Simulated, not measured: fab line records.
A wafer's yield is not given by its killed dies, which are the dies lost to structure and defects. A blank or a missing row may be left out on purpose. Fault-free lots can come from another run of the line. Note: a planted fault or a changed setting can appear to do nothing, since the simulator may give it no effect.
Comparing a struck lot with a sound one -- flow berkeley-cmos170 -- 14 out of 331 route steps
Sound: these wafers, L124.1, L124.2, L124.5. Wafers struck: L130.2, L130.4, L130.5. The cause is named last.
At each step with rows: each side's tool, then ch and its chambers, then its first start. Under that, the readings that differ: sound wafers -- struck wafers -- difference of the means -- sigmas: that difference in standard deviations of wafers without a fault.
alike: same words and numbers on both sides, and readings whose means sit less than 2 such deviations apart. not compared: any withheld reading, any reading some wafer has no value for, any bound like >300 that may hide the same value, and any number with overlapping values for which the record gives no deviation.
The two part at a step that has a row with sigmas, a row that says differs or no value, or rows on one side only. Numbers that don't overlap but have no deviation are shown without sigmas and don't part them. A reading missing from all wafers of one side parts the sides only when that side holds two or more wafers.

UCB170_V2_ETCH_14: etches SiO2 in CHF3/CF4/Ar, stops on Al, target depth 1250 nm, time 291 s.
  sound on rie-diel-02 ch 1,3, day 10 02:55; struck on rie-diel-02 ch 1,2,3, day 11 08:08
  alike: drypump-motor-current-A, oes-product-au, throttle-valve-pct
  not compared: rf-hours-counter-h
UCB170_V2_STRIP_15: strips in O2.
  sound on plasma-asher-01 ch 0,1, day 10 03:06; struck on plasma-asher-01 ch 0,1, day 11 08:19
  alike: drypump-motor-current-A, oes-product-au, strip-time-to-endpoint-s
  not compared: rf-hours-counter-h
UCB170_V2_CD_MEAS_90: target cd 700 nm.
  sound: cd-sem-02 at day 10 03:12; struck: cd-sem-01 at day 11 08:26
  alike: cd-nm
then, 1 step without rows for these wafers: UCB170_M3_PRE_CLEAN_00 (preclean etch time 60 s).
UCB170_M3_SPUTTER_01: material Al, target thk 900 nm, time 120 s.
  sound: pvd-sputter-02 at day 10 03:23; struck: pvd-sputter-02 at day 11 08:36
  alike: throttle-valve-pct
UCB170_M3_RS_MEAS_02: the measuring method here is four-point-probe.
  sound: film-metro-01 at day 10 03:28; struck: film-metro-03 at day 11 08:43
reading,sound,struck,difference,sigmas
M3_AL_RS (ohm/sq),0.03294 0.03266 0.03259,0.03172 0.03183 0.03178,-0.00095,-3
UCB170_M3_THK_MEAS_03: measures by xrf.
  sound: film-metro-01 at day 10 03:35; struck: film-metro-03 at day 11 08:49
reading,sound,struck,difference,sigmas
M3_AL_THK (nm),872 879 876,899 892 900,+21,+2
then, 3 steps without rows for these wafers: UCB170_M3_HMDS_04 (prime time 60 s); UCB170_M3_COAT_05 (resist thk 900 nm); UCB170_M3_SOFTBAKE_06 (time 60 s).
UCB170_M3_STRIP_07: strips in O2.
  sound on plasma-asher-02 ch 0,1, day 10 04:17; struck on plasma-asher-04 ch 0,1, day 11 09:19
reading,sound,struck,difference,sigmas
drypump-motor-current-A (A),6.7 6.1 6.7,5.4 5.3 5.4,-1.1,-2
  alike: oes-product-au, strip-time-to-endpoint-s
  not compared: rf-hours-counter-h
then, 1 step without rows for these wafers: UCB170_M3_STRIP_08 (strips KrF in DMSO, time 600 s).
UCB170_M3_COAT_09:
  sound on litho-track-03 ch 0, day 10 04:41; struck on litho-track-02 ch 0, day 11 09:38
reading,sound,struck,difference,sigmas
spin-speed-rpm (rpm),2998.4 3001.5 3000.4,3103.6 3108.8 3105.8,+106.0,+53
then, 1 step without rows for these wafers: UCB170_M3_COAT_10 (resist thk 900 nm).

WHERE THEY PART
First at UCB170_M3_RS_MEAS_02; last, within this record, at UCB170_M3_COAT_09.

WHY: what had been put in by the simulator
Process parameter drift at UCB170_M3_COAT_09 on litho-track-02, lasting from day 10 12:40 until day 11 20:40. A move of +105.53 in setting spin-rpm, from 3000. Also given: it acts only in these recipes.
